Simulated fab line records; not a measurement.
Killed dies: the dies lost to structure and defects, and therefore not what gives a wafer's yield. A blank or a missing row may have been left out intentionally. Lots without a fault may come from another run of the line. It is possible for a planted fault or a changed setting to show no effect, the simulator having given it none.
Struck lot and sound lot, side by side || flow berkeley cmos170 || 44 out of 331 route steps
Sound: the wafers L296.2, L296.3, L296.5. Wafers struck: L304.2, L304.3, L304.5. Last of all comes the cause.
Each step with rows lists, per side, the tool, then ch with its chambers, then its first start. Under that, the readings that differ: sound wafers || struck wafers || difference of the means || sigmas: that difference in standard deviations of wafers without a fault.
alike: readings with means less than 2 such deviations apart, plus words and numbers identical on both sides. not compared: withheld readings, readings lacking a value on some wafer, bounds such as >300 that could conceal the same value, and numbers that have no deviation in the record and whose values overlap.
Wherever a step has rows on one side only, a row that says differs or no value, or a row with sigmas, the two part there. Numbers that have no deviation but don't overlap get no sigmas and don't part them. A reading missing from all wafers of one side parts the sides only when that side holds two or more wafers.

UCB170_GATE_ETCH_15: etches poly-Si in HBr/Cl2, stops on SiO2, time 56.3 s, target depth 278.2 nm.
  sound on rie si-01 ch 0,1,3, day 7 11:33; struck on rie si-01 ch 0,1,2, day 9 13:11
  alike: drypump motor current A, oes product au, rf fwd power W, throttle valve pct
  not compared: rf hours counter h
UCB170_GATE_STRIP_16: strips in O2.
  sound on plasma asher-01 ch 0,1, day 7 11:36; struck on plasma asher-01 ch 0,1, day 9 13:14
  alike: drypump motor current A, oes product au
  not compared: rf hours counter h
UCB170_GATE_CD_MEAS_90: target cd 350 nm.
  sound on cd sem-02, day 7 11:46; struck on cd sem-01, day 9 13:22
  alike: cd nm
then, 7 steps without rows for these wafers: UCB170_GATE_CLEAN_17 (cleans in SPM, time 600 s); UCB170_PLDD_HMDS_00 (prime time 60 s); UCB170_PLDD_COAT_01 (resist thk 900 nm); UCB170_PLDD_SOFTBAKE_02 (time 60 s); UCB170_PLDD_EXPOSE_03 (exposes mask PSELECT, target cd 1200 nm); UCB170_PLDD_PEB_04; UCB170_PLDD_DEVELOP_05 (develop time 45 s).
UCB170_PLDD_CD_MEAS_06: target cd 1200 nm.
  sound on cd sem-01, day 7 15:39; struck on cd sem-01, day 9 16:03
  alike: cd nm
UCB170_PLDD_OVL_MEAS_07:
  sound on overlay-01, day 7 15:45; struck on overlay-02, day 9 16:09
  alike: PLDD_OVL
UCB170_PLDD_IMPLANT_08:
  sound on implanter-02 ch 0, day 7 15:49; struck on implanter-04 ch 0, day 9 16:13
{"reading": "tilt deg (degrees)", "sound": "7.001 7.032 7.029", "struck": "8.023 8.017 8.060", "difference": "+1.013", "sigmas": "+53"}
following that, these wafers have no rows for 1 step: UCB170_PLDD_IMPLANT_09.
UCB170_PLDD_STRIP_10: strips in O2.
  sound on plasma asher-03 ch 0, day 7 16:05; struck on plasma asher-03 ch 0,1, day 9 16:29
  alike: drypump motor current A, oes product au, strip time to endpoint s
  not compared: rf hours counter h
UCB170_PLDD_TW_MEAS_11:
  sound on film metro-02, day 7 16:11; struck on film metro-02, day 9 16:35
  alike: PLDD_TW
then, 7 steps without rows for these wafers: UCB170_PLDD_CLEAN_12 (cleans in SPM, time 600 s); UCB170_NLDD_HMDS_00 (prime time 60 s); UCB170_NLDD_COAT_01 (resist thk 900 nm); UCB170_NLDD_SOFTBAKE_02 (time 60 s); UCB170_NLDD_EXPOSE_03 (exposes mask NSELECT, target cd 1200 nm); UCB170_NLDD_PEB_04; UCB170_NLDD_DEVELOP_05 (develop time 45 s).
UCB170_NLDD_CD_MEAS_06: target cd 1200 nm.
  sound on cd sem-02, day 7 19:07; struck on cd sem-01, day 9 17:49
  alike: cd nm
UCB170_NLDD_OVL_MEAS_07:
  sound on overlay-02, day 7 19:13; struck on overlay-02, day 9 17:55
{"reading": "NLDD_OVL (nm)", "sound": "6 6 4", "struck": "-3 -13 -6", "difference": -13, "sigmas": -3}
then, 2 steps without rows for these wafers: UCB170_NLDD_IMPLANT_08; UCB170_NLDD_IMPLANT_09.
UCB170_NLDD_STRIP_10: strips in O2.
  sound on plasma asher-03 ch 0,1, day 7 19:32; struck on plasma asher-04 ch 0, day 9 18:14
  alike: drypump motor current A, oes product au, strip time to endpoint s
  not compared: rf hours counter h
UCB170_NLDD_TW_MEAS_11:
  sound on film metro-04, day 7 19:39; struck on film metro-02, day 9 18:21
  alike: NLDD_TW
then, 1 step without rows for these wafers: UCB170_NLDD_CLEAN_12 (cleans in SPM, time 600 s).
UCB170_SPACER_CVD_00: deposits SiO2 from TEOS/O2, target thk 376 nm, time 47 s.
  sound on pecvd-04 ch 0,1,2, day 7 19:53; struck on pecvd-03 ch 1,2, day 9 18:42
  alike: heater power w, rf fwd power W
UCB170_SPACER_THK_MEAS_01:
  sound on film metro-03, day 7 19:56; struck on film metro-03, day 9 18:45
  alike: SPACER_TEOS_THK
then, 8 steps without rows for these wafers: UCB170_SPACER_ANNEAL_02 (time 1800 s); UCB170_SPACER_ETCHBACK_03 (etches SiO2 in CHF3/CF4/Ar, stops on Si, target depth 376 nm, time 100 s); UCB170_PSD_HMDS_00 (prime time 60 s); UCB170_PSD_COAT_01 (resist thk 900 nm); UCB170_PSD_SOFTBAKE_02 (time 60 s); UCB170_PSD_EXPOSE_03 (exposes mask PSELECT MOD, target cd 1200 nm); UCB170_PSD_PEB_04; UCB170_PSD_DEVELOP_05 (develop time 45 s).
UCB170_PSD_CD_MEAS_06: target cd 1200 nm.
  sound on cd sem-02, day 8 05:12; struck on cd sem-01, day 10 06:29
{"reading": "cd nm (nm)", "sound": "1195.8 1196.4 1197.1", "struck": "1201.6 1202.1 1201.6", "difference": "+5.3", "sigmas": "+3"}
UCB170_PSD_OVL_MEAS_07:
  sound on overlay-02, day 8 05:19; struck on overlay-02, day 10 06:36
  alike: PSD_OVL
UCB170_SDANNEAL_RS_MEAS_04: uses a four-point probe to measure.
  sound on film metro-04, day 8 09:14; struck on film metro-04, day 10 09:51
{"reading": "PLDD_RS (ohm/sq)", "sound": "1027.2 1029.8 1030.8", "struck": "- - -", "difference": "no value on the struck wafers", "sigmas": ""}
following that, these wafers have no rows for 1 step: UCB170_M3_PROBE_99.

== WHERE THEY PART ==
Last at UCB170_SDANNEAL_RS_MEAS_04 as far as this record goes, first at UCB170_PLDD_IMPLANT_08.

WHY: the cause the simulator had injected
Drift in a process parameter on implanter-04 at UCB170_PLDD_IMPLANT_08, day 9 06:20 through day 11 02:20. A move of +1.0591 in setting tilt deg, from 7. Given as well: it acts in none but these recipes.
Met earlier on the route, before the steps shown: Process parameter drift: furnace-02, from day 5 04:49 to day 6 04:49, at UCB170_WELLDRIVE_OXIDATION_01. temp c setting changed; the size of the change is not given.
